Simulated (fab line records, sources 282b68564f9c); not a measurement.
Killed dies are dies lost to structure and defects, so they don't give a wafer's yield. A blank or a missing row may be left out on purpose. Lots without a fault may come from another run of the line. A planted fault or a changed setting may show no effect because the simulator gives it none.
Chamber matching | flow rit_cmos | RIT_CONTACT_ETCH_11 on rie_diel-03: 4 sister chambers
The step etches SiO2 in CHF3/CF4/Ar, stops on TiSi2, target depth 480 nm, time 320 s. 14 wafers are shown with their chamber, then 7 later ones without.

WAFERS WITH THEIR CHAMBER
wafer  | chamber | throttle_valve_pct (%) | oes_product_au (a.u.)
L507.2 | 0       | 8.83                   | 0.979
L507.3 | 3       | 8.95                   | 0.980
L507.5 | 0       | 8.81                   | 0.980
L508.2 | 1       | 8.58                   | 0.991
L508.4 | 3       | 8.94                   | 0.983
L508.6 | 3       | 8.93                   | 0.986
L515.2 | 3       | 8.94                   | 0.977
L515.3 | 2       | 8.84                   | 0.992
L515.5 | 0       | 8.83                   | 0.971
L517.1 | 1       | 8.59                   | 0.987
L517.2 | 2       | 8.84                   | 0.999
L517.6 | 0       | 8.82                   | 0.972
L522.3 | 0       | 8.83                   | 0.978
L522.5 | 0       | 8.84                   | 0.982

SIGNATURES (means of the wafers above)
reading            | chamber 0 | chamber 1 | chamber 2 | chamber 3 | scatter within a chamber
throttle_valve_pct | 8.8267    | 8.5850    | 8.8400    | 8.9400    | 0.00885
oes_product_au     | 0.97700   | 0.98900   | 0.99550   | 0.98150   | 0.00421
Rule: a wafer's distance from a chamber is the root of the sum, over the readings, of the square of ((its reading less the chamber's mean) divided by the reading's scatter). The wafer belongs to the nearest chamber; if the next one is less than 2 further off, it can't be placed. The scatter: the root of (the sum of the squares of (reading less its chamber's mean) over the shown wafers, divided by (wafers less chambers)).

WAFERS WITHOUT THEIR CHAMBER
wafer  | throttle_valve_pct (%) | oes_product_au (a.u.)
L522.6 | 8.59                   | 0.997
L524.1 | 8.82                   | 0.983
L524.3 | 8.58                   | 0.984
L524.6 | 8.82                   | 0.973
L525.2 | 8.91                   | 0.978
L525.3 | 8.83                   | 0.993
L525.4 | 8.58                   | 0.987

WHICH CHAMBER EACH WENT THROUGH
wafer  | from the rows above | in truth
L522.6 | 1                   | 1
L524.1 | 0                   | 0
L524.3 | 1                   | 1
L524.6 | 0                   | 0
L525.2 | 3                   | 3
L525.3 | 2                   | 2
L525.4 | 1                   | 1
Placed correctly: 7 of 7. Can't be placed from these rows: 0. Placed wrongly: 0.
